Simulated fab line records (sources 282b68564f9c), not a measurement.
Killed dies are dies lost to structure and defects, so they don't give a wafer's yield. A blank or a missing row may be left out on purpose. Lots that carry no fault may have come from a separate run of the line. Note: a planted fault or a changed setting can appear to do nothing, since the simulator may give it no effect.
fab line records	flow ritCmos
record lots=6	wafers=18	lastDay=7
route steps=202 shown NWELL@32 PWELL@39
lots that met no fault: taken from a fault-free run of the same line
startH: the number of hours between the record's first day and the start of the first shown wafer of the lot	waitH: hours from the lot's prior step to this one	" repeats the value in the row above	L1.1+2: several wafers, shown together as one row	- no value present, or no start provided	* or withheld: withheld	< > ~ a bound
route shown NAME@n: names a module that has steps shown in the file, with the first one's number in the route	usual: mean/standard deviation of fault-free wafers	same: alike in all rows	chamber/n: place in a boat	sites: each site's reading	_std_site: standard deviation across them	_edge_site: the outer-site mean with the inner-site mean subtracted	radiusMm: how far each site lies from the wafer's centre	mask NAME#n: copy n	behind: the last tool/chamber to shape the wafer	hold: reason for holding the lot/hours on hold/outcome of the hold	device: the n, p or np transistor that did not switch	end of line: the route-end tests of the same wafers	a step with no rows: only its recipe	killed: at the first sort, the dies lost to defects and structure; wafer yield is something else	map: shows each die of a wafer: x if killed, . if not, _ if none is there
set.NAME: the setting as run; set.NAME@STEP: as run at that earlier step	model.NAME: the simulator's own value behind a step, which no gauge read
lots seen at some steps along the route; tables by step, rows by wafer
services: when a tool's chamber went out of use (startH, in hours from the record's first day, below 0 if earlier), for how many hours, and the reason
## steps
# step RIT_NWELL_PEB_04
# recipe resist=NOVOLAK	tempC=withheld	timeS=withheld
# step RIT_NWELL_DEVELOP_05
# recipe resist=NOVOLAK	developTimeS=68	devTempC=23
# step RIT_NWELL_OVL_MEAS_06
# usual NWELL_OVL=-1.0/1.2
lot.wafer	tool	chamber	startH	waitH	NWELL_OVL[nm]
L599.3	overlay-01	-	25.47	-	0.1
L599.5	"	-	"	"	-0.5
L599.6	"	-	"	"	-0.7
L600.1	overlay-01	-	31.80	-	0.5
L600.2	"	-	"	"	-1.2
L600.4	"	-	"	"	-0.4
L609.2	overlay-02	-	78.93	-	-2.2
L609.3	"	-	"	"	-3.1
L609.6	"	-	"	"	-2.4
L610.3	overlay-01	-	88.06	-	-1.8
L610.4	"	-	"	"	-1.1
L610.5	"	-	"	"	-1.6
L614.3	overlay-02	-	102.75	-	-1.2
L614.4	"	-	"	"	0.3
L614.6	"	-	"	"	-1.0
L619.2	overlay-01	-	125.16	-	-1.8
L619.4	"	-	"	"	-0.1
L619.6	"	-	"	"	-1.2
# step RIT_NWELL_HARDBAKE_07
# recipe resist=NOVOLAK	tempC=140	timeS=120
# step RIT_NWELL_IMPLANT_08
# recipe species=P	energyKev=170	doseCm2=5e+13	tiltDeg=7
# step RIT_NWELL_STRIP_09
# recipe chemistry=O2	timeS=180	resist=NOVOLAK	platenTempC=withheld	powerW=500	pressureMtorr=4000	o2FlowSccm=4000
# usual drypumpMotorCurrentA=5.4/0.39
lot.wafer	tool	chamber	startH	waitH	drypumpMotorCurrentA	rfHoursCounterH
L599.3	plasmaAsher-04	1	25.96	0.1	5.2	-
L599.5	"	0	"	"	5.9	-
L599.6	"	1	"	"	5.2	-
L600.1	plasmaAsher-03	0	32.24	0.1	5.9	38
L600.2	"	1	"	"	5.0	38
L600.4	"	0	"	"	5.9	-
L609.2	plasmaAsher-04	1	79.36	0.1	5.2	43
L609.3	"	1	"	"	5.2	-
L609.6	"	0	"	"	5.9	-
L610.3	plasmaAsher-03	0	88.70	0.2	5.9	-
L610.4	"	1	"	"	5.0	-
L610.5	"	0	"	"	5.9	-
L614.3	plasmaAsher-03	0	103.24	0.1	5.9	-
L614.4	"	1	"	"	5.0	-
L614.6	"	1	"	"	4.9	-
L619.2	plasmaAsher-04	1	125.59	0.1	5.2	48
L619.4	"	1	"	"	5.2	-
L619.6	"	0	"	"	5.9	-
# step RIT_NWELL_TW_MEAS_10
# usual NWELL_TW=2138/30
lot.wafer	tool	chamber	startH	waitH	NWELL_TW
L599.3	filmMetro-04	-	26.09	0.1	2143
L599.5	"	-	"	"	2140
L599.6	"	-	"	"	2137
L600.1	filmMetro-01	-	32.41	0.1	2100
L600.2	"	-	"	"	2100
L600.4	"	-	"	"	2103
L609.2	filmMetro-04	-	79.54	0.1	2187
L609.3	"	-	"	"	2163
L609.6	"	-	"	"	2165
L610.3	filmMetro-03	-	88.83	0.1	2136
L610.4	"	-	"	"	2143
L610.5	"	-	"	"	2151
L614.3	filmMetro-04	-	103.37	0.1	2157
L614.4	"	-	"	"	2157
L614.6	"	-	"	"	2163
L619.2	filmMetro-03	-	125.77	0.1	2149
L619.4	"	-	"	"	2146
L619.6	"	-	"	"	2137
# step RIT_PWELL_HMDS_00
# recipe primeTimeS=60	primeTempC=140
# step RIT_PWELL_COAT_01
# recipe resist=NOVOLAK	spinRpm=2000	resistThkNm=1300
# step RIT_PWELL_SOFTBAKE_02
# recipe resist=NOVOLAK	tempC=90	timeS=60
# step RIT_PWELL_EXPOSE_03
# recipe maskId=M3	na=0.57	targetCdNm=43700	doseMj=250
# step RIT_PWELL_PEB_04
# recipe resist=NOVOLAK	tempC=withheld	timeS=withheld
# step RIT_PWELL_DEVELOP_05
# recipe resist=NOVOLAK	developTimeS=68	devTempC=23
# usual chillPlateTempC=23.00/0.097	developTimeS=68/0	exhaustPa=45.0/0.85
lot.wafer	tool	chamber	startH	waitH	chillPlateTempC	developTimeS	exhaustPa
L599.3	lithoTrack-04	0	27	-	23.05	68	44.6
L599.5	"	0	"	"	23.14	68	43.5
L599.6	"	0	"	"	22.98	68	44.1
L600.1	lithoTrack-01	0	33	-	22.96	68	44.5
L600.2	"	0	"	"	23.11	68	45.1
L600.4	"	0	"	"	23.02	68	46.6
L609.2	lithoTrack-04	-	80	-	-	-	-
L609.3	"	-	"	"	-	-	-
L609.6	"	-	"	"	-	-	-
L610.3	lithoTrack-01	-	89	-	-	-	-
L610.4	"	-	"	"	-	-	-
L610.5	"	-	"	"	-	-	-
L614.3	lithoTrack-01	0	104	-	22.85	68	46.2
L614.4	"	0	"	"	22.96	68	45.7
L614.6	"	0	"	"	22.96	68	45.5
L619.2	lithoTrack-02	0	126	-	23.12	68	44.7
L619.4	"	0	"	"	22.94	68	44.7
L619.6	"	0	"	"	22.96	68	44.2
# step RIT_PWELL_OVL_MEAS_06
# usual PWELL_OVL=-0.6/1.5
lot.wafer	tool	chamber	startH	waitH	PWELL_OVL[nm]
L599.3	overlay-01	-	27.15	-	-0.3
L599.5	"	-	"	"	1.2
L599.6	"	-	"	"	-1.4
L600.1	overlay-02	-	33.48	-	-2.4
L600.2	"	-	"	"	-0.6
L600.4	"	-	"	"	0.2
L609.2	overlay-01	-	80.48	-	-
L609.3	"	-	"	"	-
L609.6	"	-	"	"	-
L610.3	overlay-01	-	89.90	-	-
L610.4	"	-	"	"	-
L610.5	"	-	"	"	-
L614.3	overlay-01	-	104.31	-	0.7
L614.4	"	-	"	"	1.5
L614.6	"	-	"	"	0.5
L619.2	overlay-02	-	126.83	-	0.6
L619.4	"	-	"	"	-2.1
L619.6	"	-	"	"	1.4
## services
tool	chamber	startH	hours	kind
plasmaAsher-04	-	116.28	1.5	repair
## key
firstSign step=RIT_PWELL_DEVELOP_05	reading=toolRecord	direction=missing
effect none on later readings
metAt RIT_PWELL_DEVELOP_05
struckWafers L609.2,L609.3,L609.6,L610.3,L610.4,L610.5
sortLeftOut L609.2,L609.3,L609.6,L610.3,L610.4,L610.5
testerLeftOut L609,L610
onsetBetween 33 80
fault kind=skippedStepWhole	tool=lithoTrack-01,lithoTrack-04	chamber=-	onsetH=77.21	steps=RIT_PWELL_DEVELOP_05	scope=struckLotsOnly
# testerLeftOut: of these lots the tester's yield and bins aren't shown, on N5 and GAA mostly nor the transistor test; their killed dies are dies lost to structure and defects alone, not to doping, threshold or leakage, so they don't give the yield
# sortLeftOut: the simulated sort isn't trusted on such a fault, so these wafers' sort isn't shown, and their yield isn't known
